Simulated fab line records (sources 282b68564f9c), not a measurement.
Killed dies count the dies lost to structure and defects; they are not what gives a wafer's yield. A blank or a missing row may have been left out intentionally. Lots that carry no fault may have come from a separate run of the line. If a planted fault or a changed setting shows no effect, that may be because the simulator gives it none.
Split-lot experiment + flow rit_cmos + 5 lots, 23 wafers read, on a route of 202 steps

== SPLIT DETAILS ==
At RIT_SILICIDE_SPUTTER_01 (material Ti, target thk 30 nm, time 240 s), the setting time_s was moved away from the recipe's 240 s on 6 of the 23 wafers read, by -7.7% to +9.5%. The other wafers ran this setting at the recipe's value.

== FROM SPLIT TO READING: 1 step shown by the file between the two ==
- RIT_SILICIDE_RS_MEAS_02: measures by four-point-probe

== THE READING ==
SILICIDE_TI_THK, in nm, at RIT_SILICIDE_THK_MEAS_03 (measures by xrf). Typical for fault-free wafers on this fab line: 29.62 nm, with standard deviation 0.23 nm.

| wafer  | tool, chamber at the split | time_s as run, s | against the recipe | SILICIDE_TI_THK, nm | against lot-mates on the recipe |
|--------|----------------------------|------------------|--------------------|---------------------|---------------------------------|
| L075.1 | pvd_sputter-04, -          | 240              | recipe             | 29.61               | -                               |
| L075.3 | pvd_sputter-04, -          | 240              | recipe             | 29.57               | -                               |
| L075.4 | pvd_sputter-04, -          | 240              | recipe             | 29.63               | -                               |
| L075.5 | pvd_sputter-04, -          | 240              | recipe             | 29.77               | -                               |
| L075.6 | pvd_sputter-04, -          | 240              | recipe             | 29.31               | -                               |
| L079.1 | pvd_sputter-04, -          | 240              | recipe             | 29.65               | -                               |
| L079.2 | pvd_sputter-04, -          | 262.8            | +9.5%              | 32.11               | +2.48                           |
| L079.3 | pvd_sputter-04, -          | 240              | recipe             | 29.62               | -                               |
| L079.4 | pvd_sputter-04, -          | 262.8            | +9.5%              | 32.39               | +2.76                           |
| L079.5 | pvd_sputter-04, -          | 262.8            | +9.5%              | 32.45               | +2.82                           |
| L080.2 | pvd_sputter-02, -          | 221.6            | -7.7%              | 27.25               | -2.21                           |
| L080.3 | pvd_sputter-02, -          | 240              | recipe             | 29.32               | -                               |
| L080.4 | pvd_sputter-02, -          | 240              | recipe             | 29.61               | -                               |
| L080.5 | pvd_sputter-02, -          | 221.6            | -7.7%              | 27.21               | -2.25                           |
| L080.6 | pvd_sputter-02, -          | 221.6            | -7.7%              | 27.10               | -2.36                           |
| L083.1 | pvd_sputter-04, -          | 240              | recipe             | 29.75               | -                               |
| L083.2 | pvd_sputter-04, -          | 240              | recipe             | 29.90               | -                               |
| L083.6 | pvd_sputter-04, -          | 240              | recipe             | 29.79               | -                               |
| L085.1 | pvd_sputter-04, -          | 240              | recipe             | 30.06               | -                               |
| L085.2 | pvd_sputter-04, -          | 240              | recipe             | 29.86               | -                               |
| L085.3 | pvd_sputter-04, -          | 240              | recipe             | 29.68               | -                               |
| L085.5 | pvd_sputter-04, -          | 240              | recipe             | 29.88               | -                               |
| L085.6 | pvd_sputter-04, -          | 240              | recipe             | 29.85               | -                               |

FIT RESULTS
A straight line over all 23 wafers: SILICIDE_TI_THK changes by +0.297 nm for each +1% of time_s; r = +0.99; the points scatter about the line by 0.21 nm.
The same after taking each lot's own level away (the mean of its wafers on the recipe; 23 wafers): +0.288 nm for each +1%; r = +1.00; scatter 0.13 nm.
On that fit, the largest move of time_s shifts the reading by 2.7 nm.
The span of the lots' own levels, 29.465 to 29.866 nm, comes to 1.7 times the standard deviation stated above.
Hence the lot-to-lot level has little effect on the slope; both slopes agree.
Check: for one of the wafers moved furthest among these (+9.5%), held out of the fit, the line's prediction against its lot-mates is +2.8 nm. It came out at +2.48 nm against them.

== ADDITIONAL SPLITS CARRIED BY THESE WAFERS ==
Note: prior to the reading, these wafers also went through further splits. Each is held against what the fit with the lots' levels taken away leaves over:
| other split on the same wafers | wafers away from the commonest value | r with SILICIDE_TI_THK (lot level and that fit taken away) |
|--------------------------------|--------------------------------------|------------------------------------------------------------|
| RIT_NLDD_IMPLANT_08 dose_cm2   | 5                                    | -0.05                                                      |
| RIT_NSD_IMPLANT_08 energy_kev  | 7                                    | -0.39                                                      |
| RIT_SDANNEAL_RTA_03 time_s     | 11                                   | -0.10                                                      |

== THE WHOLE CHAIN: every reading that the file lists as answering this split, in the file's order ==
| step                     | what it does                              | reading                                                                           | change (the file's fit)               | r (the file's) |
|--------------------------|-------------------------------------------|-----------------------------------------------------------------------------------|---------------------------------------|----------------|
| RIT_SILICIDE_SPUTTER_01  | material Ti, target thk 30 nm, time 240 s | Ti_of_SILICIDE_SPUTTER_01.thk_nm (the simulator's own value, which no gauge read) | +0.294 nm for each +1% of the setting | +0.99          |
| RIT_SILICIDE_RS_MEAS_02  | measures by four-point-probe              | SILICIDE_TI_RS                                                                    | -0.586 for each +1% of the setting    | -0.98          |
| RIT_SILICIDE_THK_MEAS_03 | measures by xrf                           | SILICIDE_TI_THK                                                                   | +0.288 for each +1% of the setting    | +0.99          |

== THE FILE'S OWN FIT ==
SILICIDE_TI_THK changes by +0.288 nm for each +1% of time_s, r = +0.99.
